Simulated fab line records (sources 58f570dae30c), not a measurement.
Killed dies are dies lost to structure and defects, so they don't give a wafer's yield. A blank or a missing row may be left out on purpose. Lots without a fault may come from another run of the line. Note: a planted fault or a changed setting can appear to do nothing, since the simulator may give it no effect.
Commonality check across tools || flow berkeleyCmos170 || Sampled: 9 lots, 27 wafers

== WHAT PROMPTED THE OPENING ==
At UCB170_GATE_THK_MEAS_02 the reading GATE_OXIDE_THK is flagged on 2 of 9 lots. Fault-free wafers read 6.61 nm, with a standard deviation of 0.12.
Rule: a lot gets a flag if all its wafers with a number sit over 4 standard deviations from that mean, or if no wafer of it has a number. All remaining lots are regarded as sound.

{"lot": "L696", "measured": "day 5 16:04", "on": "filmMetro-03", "GATE_OXIDE_THK (nm), wafer by wafer": "6.60 6.65 6.66", "flag": ""}
{"lot": "L695", "measured": "day 5 16:07", "on": "filmMetro-04", "GATE_OXIDE_THK (nm), wafer by wafer": "6.83 6.59 6.76", "flag": ""}
{"lot": "L698", "measured": "day 6 04:55", "on": "filmMetro-04", "GATE_OXIDE_THK (nm), wafer by wafer": "6.51 6.49 6.39", "flag": ""}
{"lot": "L697", "measured": "day 6 04:56", "on": "filmMetro-03", "GATE_OXIDE_THK (nm), wafer by wafer": "6.66 6.50 6.73", "flag": ""}
{"lot": "L700", "measured": "day 6 17:44", "on": "filmMetro-03", "GATE_OXIDE_THK (nm), wafer by wafer": "6.67 6.82 6.76", "flag": ""}
{"lot": "L705", "measured": "day 8 06:36", "on": "filmMetro-04", "GATE_OXIDE_THK (nm), wafer by wafer": "5.84 5.81 5.84", "flag": "FLAGGED"}
{"lot": "L706", "measured": "day 8 12:20", "on": "filmMetro-02", "GATE_OXIDE_THK (nm), wafer by wafer": "5.84 5.88 5.87", "flag": "FLAGGED"}
{"lot": "L715", "measured": "day 10 03:41", "on": "filmMetro-03", "GATE_OXIDE_THK (nm), wafer by wafer": "6.50 6.67 6.70", "flag": ""}
{"lot": "L714", "measured": "day 10 03:46", "on": "filmMetro-03", "GATE_OXIDE_THK (nm), wafer by wafer": "6.61 6.64 6.72", "flag": ""}
The numbers of the flagged lots are 5.85 nm on average: -0.76 nm against the usual, or -6 standard deviations.

== WHICH TOOL RAN EACH LOT ==
The record keeps 1 process step preceding the reading, out of 331 steps on the route. Read each cell as the tool, then ch plus the chambers that the sampled wafers visited, then the start.
{"lot": "L696", "flag": "", "UCB170_GATE_OXIDATION_01": "furnace-04 ch 0, day 5 14:34"}
{"lot": "L695", "flag": "", "UCB170_GATE_OXIDATION_01": "furnace-04 ch 0, day 5 14:34"}
{"lot": "L698", "flag": "", "UCB170_GATE_OXIDATION_01": "furnace-02 ch 0, day 6 03:25"}
{"lot": "L697", "flag": "", "UCB170_GATE_OXIDATION_01": "furnace-02 ch 0, day 6 03:25"}
{"lot": "L700", "flag": "", "UCB170_GATE_OXIDATION_01": "furnace-01 ch 0, day 6 16:14"}
{"lot": "L705", "flag": "FLAGGED", "UCB170_GATE_OXIDATION_01": "furnace-04 ch 0, day 8 05:05"}
{"lot": "L706", "flag": "FLAGGED", "UCB170_GATE_OXIDATION_01": "furnace-04 ch 0, day 8 10:50"}
{"lot": "L715", "flag": "", "UCB170_GATE_OXIDATION_01": "furnace-02 ch 0, day 10 02:10"}
{"lot": "L714", "flag": "", "UCB170_GATE_OXIDATION_01": "furnace-02 ch 0, day 10 02:10"}
These steps, and what they do:
- UCB170_GATE_OXIDATION_01: target thk 6.6 nm, ox time 1800 s.
- UCB170_GATE_THK_MEAS_02

== FLAGGED AGAINST TOTAL, ONE TOOL AT A TIME (gauges that did the reading follow at the end) ==
{"step": "UCB170_GATE_OXIDATION_01", "tool": "furnace-01", "lots run": 1, "flagged": 0, "share of the flagged lots": "none", "sound lots run after its first flagged lot": "-"}
{"step": "UCB170_GATE_OXIDATION_01", "tool": "furnace-02", "lots run": 4, "flagged": 0, "share of the flagged lots": "none", "sound lots run after its first flagged lot": "-"}
{"step": "UCB170_GATE_OXIDATION_01", "tool": "furnace-04", "lots run": 4, "flagged": 2, "share of the flagged lots": "all", "sound lots run after its first flagged lot": 0}
{"step": "UCB170_GATE_THK_MEAS_02", "tool": "filmMetro-02", "lots run": 1, "flagged": 1, "share of the flagged lots": "some", "sound lots run after its first flagged lot": 0}
{"step": "UCB170_GATE_THK_MEAS_02", "tool": "filmMetro-03", "lots run": 5, "flagged": 0, "share of the flagged lots": "none", "sound lots run after its first flagged lot": "-"}
{"step": "UCB170_GATE_THK_MEAS_02", "tool": "filmMetro-04", "lots run": 3, "flagged": 1, "share of the flagged lots": "some", "sound lots run after its first flagged lot": 0}

== WHAT THE TABLE ALLOWS ==
All flagged lots share 1 row of the table, namely furnace-04 at UCB170_GATE_OXIDATION_01.
- furnace-04 at UCB170_GATE_OXIDATION_01 ran 4 lots, 2 of them flagged. Its last sound lot is L695 (day 5 14:34), its first flagged lot L705 (day 8 05:05): a fault that began between those two fits. Its own readings (spikeTcCentreC, spikeTcSourceC, tubeCenterTempC, tube_center_temp_C_max) fall more than 4 standard deviations out on all wafers of the flagged lots.
One tool is left: furnace-04 at UCB170_GATE_OXIDATION_01.

== WHAT HAD BEEN PUT IN BY THE SIMULATOR ==
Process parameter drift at UCB170_GATE_OXIDATION_01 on furnace-04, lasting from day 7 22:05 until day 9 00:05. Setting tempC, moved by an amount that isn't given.
Shown lots that were struck: L705, L706. The rule above reached the same finding.
